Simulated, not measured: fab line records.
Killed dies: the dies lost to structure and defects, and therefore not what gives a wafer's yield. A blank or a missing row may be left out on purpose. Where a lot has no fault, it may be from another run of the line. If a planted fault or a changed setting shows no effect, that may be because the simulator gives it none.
fab line records | flow rit-cmos
record: lots: 5 wafers: 23
route steps=202 shown M1@192
start-h: start of the lot's first displayed wafer, in hours after the record's first day | wait-h: hours from the lot's prior step to this one | " unchanged from the row above | L1.1+2: a single row standing in for several wafers | - no value, or no start given | * or withheld: withheld | < > ~ a bound
route shown NAME@n: NAME is a module with steps in the file, n the number in the route of the first one | usual: mean/standard deviation taken from wafers without a fault | same: alike in all rows | chamber/n: place in a boat | sites: per-site readings | _std_site: the standard deviation of these | _edge_site: the outer-site mean with the inner-site mean subtracted | radius-mm: for every site, how far away it sits from the centre of the wafer | mask NAME#n: copy n | behind: the last tool/chamber to shape the wafer | hold: the reason the lot was held/the length of the hold in hours/how it ended | device: the transistor (n, p or np) that didn't switch | end of line: tests of these same wafers at the route's end | a step without rows: its recipe alone | killed: count of dies lost to structure and defects at first sort (not the wafer's yield) | map: the dies of a wafer, with x for killed, . for not killed, _ for no die there
set.NAME: the setting as run; set.NAME@STEP: as run at that earlier step | model.NAME: the simulator's own value behind a step, which no gauge read
one table per step and one row per wafer, for lots whose settings were changed on purpose
== steps ==
step: RIT_M1_DEVELOP_08
recipe: resist: NOVOLAK develop-time-s: 68 dev-temp-c: 23
columns lot.wafer tool chamber start-h wait-h set.develop-time-s
L075.1+4+5 litho-track-04 0 - - 61.86
L075.3+6 " 0 " " 68
L076.1+2+4 litho-track-02 0 - - 68
L076.3+5 " 0 " " 74.32
L079.1+2+3 litho-track-04 0 - - 68
L079.5+6 " 0 " " 74.04
L082.1+4 litho-track-02 0 - - 68
L082.2+3+6 " 0 " " 72.13
L085.1+5+6 litho-track-03 0 - - 68
step: RIT_M1_CD_MEAS_09
recipe: target-cd-nm: 2600
usual: cd-nm: 2600.6/2.2
columns lot.wafer tool chamber start-h wait-h set.develop-time-s@M1_DEVELOP_08 cd-nm
L075.1 cd-sem-02 - 58.75 - 61.86 2608.5
L075.3 " - " " 68 2602.4
L075.4 " - " " 61.86 2608.7
L075.5 " - " " 61.86 2610.7
L075.6 " - " " 68 2601.4
L076.1 cd-sem-02 - 65.70 - 68 2598.7
L076.2 " - " " 68 2597.2
L076.3 " - " " 74.32 2590.7
L076.4 " - " " 68 2599.1
L076.5 " - " " 74.32 2592.7
L079.1 cd-sem-01 - 79.50 - 68 2598.4
L079.2 " - " " 68 2600.3
L079.3 " - " " 68 2602.4
L079.5 " - " " 74.04 2593.7
L079.6 " - " " 74.04 2591.9
L082.1 cd-sem-01 - 94.71 - 68 2600.1
L082.2 " - " " 72.13 2596.0
L082.3 " - " " 72.13 2595.0
L082.4 " - " " 68 2601.3
L082.6 " - " " 72.13 2595.1
L085.1 cd-sem-02 - 108.85 - 68 2600.6
L085.5 " - " " 68 2601.1
L085.6 " - " " 68 2602.1
step: RIT_M1_METAL_ETCH_12
recipe: stop-on: SiO2 chemistry: Cl2/BCl3 target: Al time-s: 165 over-etch-frac: 0.5 pressure-mtorr: 100 target-depth-a: 6000 rf-w: 250 Cl2_flow_sccm: 60 bcl3-flow-sccm: 50
usual: oes-product-au: 0.787/0.0097
columns lot.wafer tool chamber start-h wait-h set.rf-w set.power-w@M1_SPUTTER_00 oes-product-au model.NOVOLAK_of_M1_COAT_04.thk-nm
L075.1 rie-metal-01 0 59.16 0.2 272.8 2000 0.795 770
L075.3 " 1 " " 272.8 1895 0.770 -
L075.4 " 0 " " 250 2000 0.787 801.5
L075.5 " 1 " " 250 1895 0.766 -
L075.6 " 0 " " 250 1895 0.771 -
L076.1 rie-metal-03 0 66.11 0.2 229.3 2000 0.778 821.6
L076.2 " 1 " " 250 2000 0.795 794.5
L076.3 " 0 " " 229.3 1761 0.735 -
L076.4 " 1 " " 250 1761 0.747 -
L076.5 " 1 " " 250 1761 0.745 -
L079.1 rie-metal-03 0 79.91 0.2 261.6 2000 0.781 782
L079.2 " 1 " " 261.6 2000 0.787 780.6
L079.3 " 0 " " 250 2000 0.790 794.8
L079.5 " 0 " " 261.6 2000 0.782 778.3
L079.6 " 1 " " 250 2000 0.778 797.2
L082.1 rie-metal-03 1 95.12 0.2 260.8 2000 0.789 784.6
L082.2 " 0 " " 260.8 2000 0.776 784.6
L082.3 " 1 " " 260.8 1931 0.767 783.6
L082.4 " 0 " " 250 1931 0.768 800.5
L082.6 " 0 " " 250 1931 0.765 798.2
L085.1 rie-metal-03 1 109.25 0.2 250 2000 0.783 801.6
L085.5 " 1 " " 250 2000 0.789 799.2
L085.6 " 0 " " 250 2000 0.769 800.6
step: RIT_M1_STRIP_13
recipe: chemistry: nmp resist: NOVOLAK temp-c: 80 time-s: 600 dry: n2-spin
step: RIT_M1_STRIP_14
recipe: chemistry: O2 time-s: 180 platen-temp-c: withheld power-w: 500 pressure-mtorr: 4000 o2-flow-sccm: 4000
step: RIT_M1_CD_MEAS_90
recipe: target-cd-nm: 2600
usual: cd-nm: 2598.9/2.7
columns lot.wafer tool chamber start-h wait-h set.develop-time-s@M1_DEVELOP_08 cd-nm
L075.1 cd-sem-02 - 59.69 0.1 61.86 2603.0
L075.3 " - " " 68 2598.8
L075.4 " - " " 61.86 2607.4
L075.5 " - " " 61.86 2610.9
L075.6 " - " " 68 2599.4
L076.1 cd-sem-01 - 66.62 0.1 68 2602.1
L076.2 " - " " 68 2595.9
L076.3 " - " " 74.32 2593.6
L076.4 " - " " 68 2598.2
L076.5 " - " " 74.32 2591.2
L079.1 cd-sem-01 - 80.44 0.1 68 2595.3
L079.2 " - " " 68 2595.9
L079.3 " - " " 68 2600.2
L079.5 " - " " 74.04 2588.5
L079.6 " - " " 74.04 2589.7
L082.1 cd-sem-01 - 95.63 0.1 68 2595.5
L082.2 " - " " 72.13 2592.4
L082.3 " - " " 72.13 2591.0
L082.4 " - " " 68 2598.6
L082.6 " - " " 72.13 2593.2
L085.1 cd-sem-02 - 109.77 0.1 68 2598.7
L085.5 " - " " 68 2598.7
L085.6 " - " " 68 2599.1
step: RIT_M1_ANNEAL_15
recipe: temp-c: 450 time-s: 1800 ambient: forming_gas_H2N2
step: RIT_M1_PROBE_99
columns lot.wafer tool chamber start-h wait-h set.develop-time-s@GATE_DEVELOP_15 model.etest.pmos-turned.r-on-ohm-um model.etest.pmos_0p3.r-on-ohm-um model.etest.pmos_0p15.r-on-ohm-um model.etest.nmos_0p3.r-on-ohm-um
L075.1 prober-01 - 61.43 0.1 50 2760 5816 2389 2017
L075.3 prober-01 - 61.53 0.2 56.77 2294 5344 1907 1912
L075.4 prober-01 - 61.58 0.2 50 2900 6058 2509 2051
L075.5 prober-01 - 61.63 0.2 50 2882 6014 2519 2087
L075.6 prober-01 - 61.68 0.2 56.77 2504 5539 2099 1932
L079.1 prober-01 - 82.18 0.1 50 3370 6610 2910 2191
L079.2 prober-01 - 82.23 0.1 55.16 2919 6184 2459 2030
L079.3 prober-01 - 82.28 0.2 50 3478 6561 3009 2167
L079.5 prober-01 - 82.38 0.2 55.16 2938 6138 2470 2086
L079.6 prober-01 - 82.43 0.2 50 3465 6672 3003 2205
L082.1+4 prober-02 - 97.37 0.1 50 - - - -
L082.2+3+6 prober-02 - 97.42 0.1 45.38 - - - -
L085.1 prober-01 - 111.51 0.1 50 3699 6443 2874 2205
L085.5 prober-01 - 111.71 0.2 50 3634 6441 2851 2208
L085.6 prober-01 - 111.76 0.2 50 3640 6474 2881 2225
killed by level:class
L085.1 GATE:geometric-particle:short=2 SILICIDE:geometric-particle:short=1
L085.5 GATE:geometric-particle:open=1 SPACER:geometric-particle:short=1
L085.6 GATE:geometric-particle:open=2 FOX1:geometric-particle:short=1 GATE:geometric-particle:short=1 REOX:geometric-particle:open=1
== key ==
split: step: RIT_M1_DEVELOP_08 setting: develop-time-s stated: 68 by: wafer
response: step: RIT_M1_CD_MEAS_09 reading: cd-nm change: -0.804 per: 1% r: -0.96
response: step: RIT_M1_CD_MEAS_90 reading: cd-nm change: -0.817 per: 1% r: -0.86
split: step: RIT_M1_METAL_ETCH_12 setting: rf-w stated: 250 by: wafer
response: step: RIT_M1_METAL_ETCH_12 reading: model.NOVOLAK_of_M1_COAT_04.thk-nm change: -3.4 per: 1% r: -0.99
split outside-this-file step=RIT_GATE_DEVELOP_15 setting=develop-time-s
split outside-this-file step=RIT_M1_SPUTTER_00 setting=power-w
split outside-this-file: this setting was split too, and the file shows its column; the key of that split is in another file
